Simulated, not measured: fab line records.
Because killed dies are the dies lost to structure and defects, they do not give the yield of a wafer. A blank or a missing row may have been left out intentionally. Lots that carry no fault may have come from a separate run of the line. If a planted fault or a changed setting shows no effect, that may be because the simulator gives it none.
Which of the tools did it?    flow berkeley_cmos170    14 lots, 42 wafers sampled, at 6 steps of a route of 331

== WHAT THE GAUGES READ, wafer by wafer ==
UCB170_FIELD_THK_MEAS_91.
lot   measured      on             FIELD_OXIDE_LEFT_2_THK (nm)
L301  day 5 18:52   film_metro-01  355 359 353
L300  day 5 19:07   film_metro-01  342 351 351
L302  day 5 19:22   film_metro-01  365 353 357
L306  day 6 19:44   film_metro-04  358 348 345
L304  day 6 19:52   film_metro-03  369 351 349
L307  day 7 05:47   film_metro-04  341 351 348
L309  day 7 21:59   film_metro-03  357 365 353
L312  day 8 10:04   film_metro-04  364 369 362
L314  day 8 20:18   film_metro-03  369 362 355
L313  day 8 20:25   film_metro-04  375 363 372
L317  day 9 04:31   film_metro-03  365 347 356
L319  day 9 19:03   film_metro-01  344 348 340
L320  day 10 04:26  film_metro-01  354 362 349
L322  day 10 10:05  film_metro-03  356 358 356

UCB170_GATE_THK_MEAS_02.
lot   measured      on             GATE_OXIDE_THK (nm)
L301  day 5 22:22   film_metro-03  6.54 6.58 6.40
L300  day 5 22:20   film_metro-04  6.69 6.70 6.51
L302  day 5 22:23   film_metro-02  6.57 6.68 6.54
L306  day 7 02:00   film_metro-04  6.74 6.70 6.71
L304  day 7 02:00   film_metro-02  6.53 6.62 6.54
L307  day 7 11:37   film_metro-04  6.49 6.41 6.44
L309  day 8 02:38   film_metro-04  6.47 6.54 6.53
L312  day 8 13:13   film_metro-02  6.42 6.54 6.40
L314  day 9 01:40   film_metro-03  6.51 6.40 6.38
L313  day 9 01:40   film_metro-04  6.39 6.32 6.25
L317  day 9 08:29   film_metro-03  6.75 6.72 6.69
L319  day 9 22:25   film_metro-03  6.24 6.22 6.26
L320  day 10 08:37  film_metro-02  6.64 6.57 6.68
L322  day 10 15:18  film_metro-03  6.42 6.47 6.51

UCB170_PLDD_TW_MEAS_11.
lot   measured      on             PLDD_TW
L301  day 6 09:53   film_metro-02  1018 1022 1021
L300  day 6 10:01   film_metro-01  1017 1012 1008
L302  day 6 10:13   film_metro-02  1026 1020 1015
L306  day 7 13:09   film_metro-03  1021 1018 1016
L304  day 7 13:31   film_metro-02  1044 1040 1042
L307  day 7 23:19   film_metro-02  1041 1036 1038
L309  day 8 13:52   film_metro-01  1008 1006 1009
L312  day 8 22:19   film_metro-02  1023 1019 1020
L314  day 9 13:35   film_metro-03  1012 1015 1006
L313  day 9 13:17   film_metro-01  1007 1010 1014
L317  day 9 18:14   film_metro-02  1015 1027 1026
L319  day 10 07:56  film_metro-02  1022 1027 1028
L320  day 10 17:54  film_metro-02  1025 1032 1030
L322  day 11 02:19  film_metro-02  1018 1022 1019

UCB170_SDANNEAL_RS_MEAS_04: measurement is done with a four-point probe.
lot   measured      on             PLDD_RS (ohm/sq)
L301  day 6 22:28   film_metro-03  1030.5 1030.3 1029.0
L300  day 6 22:22   film_metro-02  1032.2 1029.3 1032.7
L302  day 6 22:37   film_metro-01  1033.9 1034.5 1036.3
L306  day 8 03:23   film_metro-03  1030.0 1033.3 1033.0
L304  day 8 03:39   film_metro-02  974.3 970.5 970.9
L307  day 8 10:50   film_metro-02  972.7 970.5 973.7
L309  day 9 02:56   film_metro-02  1037.5 1032.7 1033.5
L312  day 9 12:44   film_metro-03  1029.8 1032.9 1032.4
L314  day 10 00:55  film_metro-01  1029.0 1033.7 1032.5
L313  day 10 00:39  film_metro-02  1033.3 1029.4 1029.7
L317  day 10 07:11  film_metro-01  1031.9 1030.3 1032.5
L319  day 10 20:01  film_metro-02  1032.1 1030.2 1030.9
L320  day 11 05:31  film_metro-01  1031.0 1027.0 1033.7
L322  day 11 17:40  film_metro-01  1030.7 1033.1 1031.2

== TOOL THAT RAN EACH LOT (tool first, then ch and the chambers of the sampled wafers, then the start) ==
lot   UCB170_GATE_ETCH_14                 UCB170_PLDD_IMPLANT_08
L301  rie_diel-04 ch 1,2,3, day 6 04:49   implanter-01 ch 0, day 6 09:29
L300  rie_diel-03 ch 0,1,2, day 6 05:10   implanter-02 ch 0, day 6 09:38
L302  rie_diel-01 ch 0,1, day 6 05:25     implanter-01 ch 0, day 6 09:50
L306  rie_diel-04 ch 1,2, day 7 10:56     implanter-02 ch 0, day 7 12:45
L304  rie_diel-03 ch 0,3, day 7 11:11     implanter-01 ch 0, day 7 13:07
L307  rie_diel-04 ch 1,2,3, day 7 21:10   implanter-01 ch 0, day 7 22:53
L309  rie_diel-01 ch 0,1,3, day 8 10:47   implanter-02 ch 0, day 8 13:28
L312  rie_diel-04 ch 2,3, day 8 20:17     implanter-02 ch 0, day 8 21:55
L314  rie_diel-01 ch 0,1,2, day 9 08:01   implanter-02 ch 0, day 9 13:11
L313  rie_diel-04 ch 1,3, day 9 08:08     implanter-02 ch 0, day 9 12:53
L317  rie_diel-04 ch 0,2,3, day 9 15:40   implanter-02 ch 0, day 9 17:50
L319  rie_diel-01 ch 0,1,2, day 10 05:05  implanter-02 ch 0, day 10 07:34
L320  rie_diel-01 ch 2,3, day 10 15:26    implanter-01 ch 0, day 10 17:30
L322  rie_diel-03 ch 0,1,3, day 10 23:14  implanter-01 ch 0, day 11 01:58
- UCB170_GATE_ETCH_14: etches BARC in N2/H2.
- UCB170_PLDD_IMPLANT_08

== WHAT THE TOOLS THEMSELVES READ (means of the sampled wafers that have a number; where no wafer has one, the mark that the record gives instead) ==
UCB170_GATE_ETCH_14.
lot   tool         drypump_motor_current_A (A)  oes_product_au (a.u.)  throttle_valve_pct (%)
L301  rie_diel-04  5.7                          1.008                  13.26
L300  rie_diel-03  6.0                          1.004                  13.25
L302  rie_diel-01  5.6                          1.003                  13.40
L306  rie_diel-04  5.4                          0.995                  13.24
L304  rie_diel-03  5.8                          0.994                  13.35
L307  rie_diel-04  5.7                          1.009                  13.26
L309  rie_diel-01  5.6                          1.001                  13.34
L312  rie_diel-04  5.9                          1.015                  13.28
L314  rie_diel-01  5.6                          1.001                  13.40
L313  rie_diel-04  5.5                          1.011                  13.12
L317  rie_diel-04  6.0                          1.011                  13.24
L319  rie_diel-01  5.5                          0.997                  13.40
L320  rie_diel-01  5.9                          0.996                  13.45
L322  rie_diel-03  5.9                          1.005                  13.42

UCB170_PLDD_IMPLANT_08.
lot   tool          dose_ions_cm2  faraday_current_uA
L301  implanter-01  4.995e+13      157
L300  implanter-02  4.999e+13      157
L302  implanter-01  4.997e+13      159
L306  implanter-02  5.001e+13      153
L304  implanter-01  5.804e+13      188
L307  implanter-01  5.800e+13      186
L309  implanter-02  5.003e+13      154
L312  implanter-02  5.005e+13      155
L314  implanter-02  4.989e+13      150
L313  implanter-02  5.004e+13      154
L317  implanter-02  4.997e+13      156
L319  implanter-02  4.991e+13      157
L320  implanter-01  4.994e+13      159
L322  implanter-01  4.996e+13      160

== THE ANSWER, worked out from the rows above alone ==
Rule: what is usual is taken from the lots themselves. Put in order of their means at a reading, lots are off if they are a third of the lots or fewer, leave a main group of 4 or more, and stand apart from it by a gap of 3 or more times the standard deviation of the main group's means; of several such gaps the widest counts. Not used: any main group whose means are identical at the precision the tables above print for the reading. Also off: a lot with no number at a reading for which 4 or more lots have one. Any other lot the step has rows for is counted as sound. First the gauges in route order, then the tools' own readings, where a lot's mean is used as printed above. At the first step where some lot is off, the reading lying furthest off is the one used; lots without a number count as furthest.
Off: L304, L307, at UCB170_SDANNEAL_RS_MEAS_04 (PLDD_RS). Mean 1031.8 ohm/sq and standard deviation 1.4 in the main group.
A tool fits if, at a process step before that reading, it ran every lot that is off, and no sound lot after the first of them. The gauges at UCB170_SDANNEAL_RS_MEAS_04 aren't tried: what is off there is off at UCB170_PLDD_IMPLANT_08 too, on other tools, and a gauge's error can't cause that. No candidate that was tried fits.

== WHAT HAD BEEN PUT IN BY THE SIMULATOR ==
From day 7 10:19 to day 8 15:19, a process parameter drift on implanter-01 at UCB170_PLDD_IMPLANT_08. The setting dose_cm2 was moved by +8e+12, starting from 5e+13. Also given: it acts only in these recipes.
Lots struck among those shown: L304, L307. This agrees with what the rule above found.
